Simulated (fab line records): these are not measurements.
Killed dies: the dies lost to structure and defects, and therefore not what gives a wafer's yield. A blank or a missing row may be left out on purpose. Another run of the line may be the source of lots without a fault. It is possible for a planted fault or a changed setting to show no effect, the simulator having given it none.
Struck lot and sound lot, side by side | flow rit-cmos | 23 steps out of a route of 202
Sound: wafers L790.1, L790.4, L790.5. Wafers L784.2, L784.4, L784.5 were the ones struck. The cause is given at the end.
Each step with rows lists, per side, the tool, then ch with its chambers, then its first start. Under that, the readings that differ: sound wafers | struck wafers | difference of the means | sigmas: that difference in standard deviations of wafers without a fault.
alike: words and numbers the same on both sides, and readings whose means are apart by under 2 such deviations; not compared: readings that were withheld, readings missing a value for some wafer, numbers with overlapping values and no deviation given by the record, and bounds like >300 which may hide the same value.
A row with sigmas, a row that says differs or no value, or rows on one side alone: a step with any of these is where the two part. Numbers that don't overlap but have no deviation are shown without sigmas and don't part them. A reading that every wafer of one side lacks parts them only if that side has two wafers or more.

RIT_SDANNEAL_RS_MEAS_06: measures by four-point-probe.
  sound on film-metro-01 at day 5 15:05; struck on film-metro-01 at day 4 10:06
  alike: PLDD_RS
RIT_SDANNEAL_RS_MEAS_07: measures by four-point-probe.
  sound on film-metro-01 at day 5 15:12; struck on film-metro-01 at day 4 10:13
  alike: NLDD_RS
then, 1 step without rows for these wafers: RIT_SILICIDE_WET_ETCH_00 (etches SiO2 in BOE, target depth 14 nm, time 15 s).
RIT_SILICIDE_SPUTTER_01: material Ti, target thk 30 nm, time 240 s.
  sound on pvd-sputter-01 at day 5 15:20; struck on pvd-sputter-01 at day 4 10:20
  alike: throttle-valve-pct
RIT_SILICIDE_RS_MEAS_02: measures by four-point-probe.
  sound on film-metro-04 at day 5 15:30; struck on film-metro-04 at day 4 10:31
  alike: SILICIDE_TI_RS
RIT_SILICIDE_THK_MEAS_03: measures by xrf.
  sound on film-metro-04 at day 5 15:37; struck on film-metro-04 at day 4 10:38
  alike: SILICIDE_TI_THK
RIT_SILICIDE_RTA_04: time 10 s, ramp up 5 s, ramp down 5 s.
  sound on rtp-anneal-02 ch 0, day 5 15:41; struck on rtp-anneal-02 ch 0, day 4 10:41
  alike: wafer_temp_C_max
then, 1 step without rows for these wafers: RIT_SILICIDE_WET_ETCH_05 (etches Ti in SPM, time 120 s).
RIT_SILICIDE_RTA_06: time 10 s, ramp up 5 s, ramp down 10 s.
  sound on rtp-anneal-01 ch 0, day 5 15:47; struck on rtp-anneal-01 ch 0, day 4 10:48
  alike: wafer_temp_C_max
RIT_CONTACT_CVD_00: deposits SiO2 from TEOS, target thk 400 nm, time 61 s.
  sound on pecvd-04 ch 0,1, day 5 15:52; struck on pecvd-02 ch 0,1, day 4 10:52
  alike: heater-power-w
RIT_CONTACT_THK_MEAS_01:
  sound on film-metro-03 at day 5 15:55; struck on film-metro-02 at day 4 10:55
  alike: CONTACT_TEOS_THK
then, 1 step without rows for these wafers: RIT_CONTACT_HMDS_02 (prime time 60 s).
RIT_CONTACT_COAT_03: resist thk 1000 nm.
  sound on litho-track-02 ch 0, day 5 16:07; struck on litho-track-03 ch 0, day 4 11:09
  reading                                      | sound             | struck            | difference | sigmas
  model.NOVOLAK_of_CONTACT_COAT_03.thk-nm (nm) | 994.1 993.7 993.7 | 199.4 199.4 199.5 | -794.4     |
  alike: chill-plate-temp-C
then, 4 steps without rows for these wafers: RIT_CONTACT_SOFTBAKE_04 (time 60 s); RIT_CONTACT_EXPOSE_05 (exposes mask M11, target cd 1000 nm); RIT_CONTACT_PEB_06; RIT_CONTACT_DEVELOP_07 (develop time 120 s).
RIT_CONTACT_CD_MEAS_08: target cd 1000 nm.
  sound on cd-sem-01 at day 5 16:56; struck on cd-sem-01 at day 4 12:05
  reading    | sound                | struck               | difference | sigmas
  cd-nm (nm) | 1001.4 1002.2 1001.0 | 1152.5 1151.9 1152.8 | +150.9     | +56
RIT_CONTACT_OVL_MEAS_09:
  sound on overlay-01 at day 5 17:04; struck on overlay-02 at day 4 12:11
  alike: CONTACT_OVL
then, 1 step without rows for these wafers: RIT_CONTACT_HARDBAKE_10 (time 60 s).
RIT_CONTACT_ETCH_11: etches SiO2 in CHF3/CF4/Ar, stops on TiSi2, target depth 480 nm, time 320 s.
  sound on rie-diel-01 ch 0,1,3, day 5 17:14; struck on rie-diel-03 ch 0,2,3, day 4 12:22
  reading                                      | sound             | struck           | difference | sigmas
  throttle-valve-pct (%)                       | 8.94 8.99 9.03    | 8.70 8.80 8.57   | -0.30      | -2
  model.NOVOLAK_of_CONTACT_COAT_03.thk-nm (nm) | 760.1 766.3 759.5 | 67.1 64.11 64.52 | -696.7     |
  model.CONTACT.cd-nm (nm)                     | 1002 1002 1002    | 1153 1153 1153   | +151       |
  alike: O2_flow_sccm, drypump-motor-current-A, oes-product-au
  not compared: rf-hours-counter-h
RIT_CONTACT_STRIP_12: strips in O2, time 180 s.
  sound on plasma-asher-02 ch 0,1, day 5 17:32; struck on plasma-asher-01 ch 0,1, day 4 12:34
  alike: drypump-motor-current-A
  not compared: rf-hours-counter-h
RIT_M1_PROBE_99:
  sound on prober-02 at day 5 22:55; struck on prober-02 at day 4 17:35
  reading                                    | sound             | struck            | difference | sigmas
  model.etest.contact-to-gate.bv-left-v (V)  | 89.85 89.48 92.25 | 51.95 51.83 50.36 | -39.15     |
  model.etest.contact-to-gate.bv-right-v (V) | 89.63 92.09 92.63 | 51.51 52.43 51.85 | -39.52     |
  model.etest.contact-nplus.rc-ohm           | 1.361 1.373 1.365 | 1.328 1.333 1.292 | -0.049     |
  model.etest.contact-npoly.rc-ohm           | 1.342 1.356 1.399 | 1.31 1.305 1.286  | -0.07      |
  not compared: model.etest.contact-pplus.rc-ohm, model.etest.contact-ppoly.rc-ohm

WHERE THEY PART
Earliest at RIT_CONTACT_CD_MEAS_08; latest, in this record, at RIT_CONTACT_ETCH_11. Later steps at which nothing parts them and some readings are alike: RIT_CONTACT_STRIP_12.

WHY: the cause the simulator had injected
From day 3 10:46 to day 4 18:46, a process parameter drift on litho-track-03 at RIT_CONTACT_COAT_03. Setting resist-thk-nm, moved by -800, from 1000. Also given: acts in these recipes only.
